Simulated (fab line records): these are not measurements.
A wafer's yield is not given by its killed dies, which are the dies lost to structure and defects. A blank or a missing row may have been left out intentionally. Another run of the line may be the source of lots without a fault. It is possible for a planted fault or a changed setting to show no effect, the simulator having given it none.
A struck lot beside a sound one    flow ritCmos    18 out of 202 route steps
Sound: wafers L589.1, L589.2, L589.6. The struck wafers were L587.2, L587.4, L587.6. At the end, the cause is stated.
At each step with rows: each side's tool, then ch and its chambers, then its first start. Under that, the readings that differ: sound wafers    struck wafers    difference of the means    sigmas: that difference in standard deviations of wafers without a fault.
alike: same words and numbers on both sides, and readings whose means sit less than 2 such deviations apart. not compared: any withheld reading, any reading some wafer has no value for, any bound like >300 that may hide the same value, and any number with overlapping values for which the record gives no deviation.
Wherever a step has rows on one side only, a row that says differs or no value, or a row with sigmas, the two part there. Non-overlapping numbers with no deviation appear without sigmas and do not part them. A reading that every wafer of one side lacks parts them only if that side has two wafers or more.

first, 4 steps without rows for these wafers: RIT_NLDD_SOFTBAKE_02 (time 60 s); RIT_NLDD_EXPOSE_03 (exposes mask M7, target cd 40700 nm); RIT_NLDD_PEB_04; RIT_NLDD_DEVELOP_05 (develop time 50 s).
RIT_NLDD_OVL_MEAS_06:
  sound on overlay-02, day 5 19:50; struck on overlay-02, day 5 10:23
  alike: NLDD_OVL
then, 2 steps without rows for these wafers: RIT_NLDD_HARDBAKE_07 (time 60 s); RIT_NLDD_IMPLANT_08.
RIT_NLDD_STRIP_09: strips in O2, time 180 s.
  sound on plasmaAsher-02 ch 0,1, day 5 20:11; struck on plasmaAsher-03 ch 0,1, day 5 10:43
  alike: drypumpMotorCurrentA
  not compared: rfHoursCounterH
RIT_NLDD_TW_MEAS_10:
  sound on filmMetro-03, day 5 20:21; struck on filmMetro-03, day 5 10:53
  alike: NLDD_TW
then, 3 steps without rows for these wafers: RIT_PLDD_HMDS_00 (prime time 60 s); RIT_PLDD_COAT_01 (resist thk 1000 nm); RIT_PLDD_SOFTBAKE_02 (time 60 s).
RIT_PLDD_EXPOSE_03: exposes mask M8, target cd 40900 nm.
  sound on ilineStepper-01 ch 0, day 5 20:59; struck on ilineStepper-02 ch 0, day 5 11:32
reading                     sound                    struck          difference  sigmas
model.PLDD.overlayXNm (nm)  -0.6875 -0.6875 -0.6875  6338 6338 6338  +6339       
  alike: mask, exposureDoseMJCm2, focusOffsetNm
then, 2 steps without rows for these wafers: RIT_PLDD_PEB_04; RIT_PLDD_DEVELOP_05 (develop time 50 s).
RIT_PLDD_OVL_MEAS_06:
  sound on overlay-01, day 5 21:23; struck on overlay-01, day 5 11:55
reading        sound          struck  difference                     sigmas
PLDD_OVL (nm)  0.1 -0.2 -1.8  - - -   no value on the struck wafers  
then, 1 step without rows for these wafers: RIT_PLDD_HARDBAKE_07 (time 60 s).
RIT_M1_PROBE_99:
  sound on prober-02, day 6 12:16; struck on prober-02, day 6 02:22
reading                        sound              struck           difference  sigmas
killedAtFrontEnd               12 13 3            264 263 264      +254        +82
killedDies                     12 13 3            264 264 264      +255        +82
killedOnRim                    1 4 3              70 70 70         +67         +45
model.etest.pldd.widthNm (nm)  3175 3157 3148     2221 2202 2200   -952        
model.etest.pldd.lineOhmUm     153.1 144.6 155.1  245 253.6 246.4  +97         
  alike: killedAtContacts, killedOpen, killedShort
  not compared: model.etest.nmos_0p15.rOnOhmUm, model.etest.nmos_0p3.rOnOhmUm, model.etest.nmos_0p15.driveUaUm, model.etest.nmosNarrow.driveUaUm, model.etest.nmos_0p3.driveUaUm, model.etest.nmos_0p15.swingMvDec

## WHERE THEY PART
Earliest at RIT_PLDD_OVL_MEAS_06; latest, in this record, at RIT_M1_PROBE_99.

WHY: the cause the simulator had injected
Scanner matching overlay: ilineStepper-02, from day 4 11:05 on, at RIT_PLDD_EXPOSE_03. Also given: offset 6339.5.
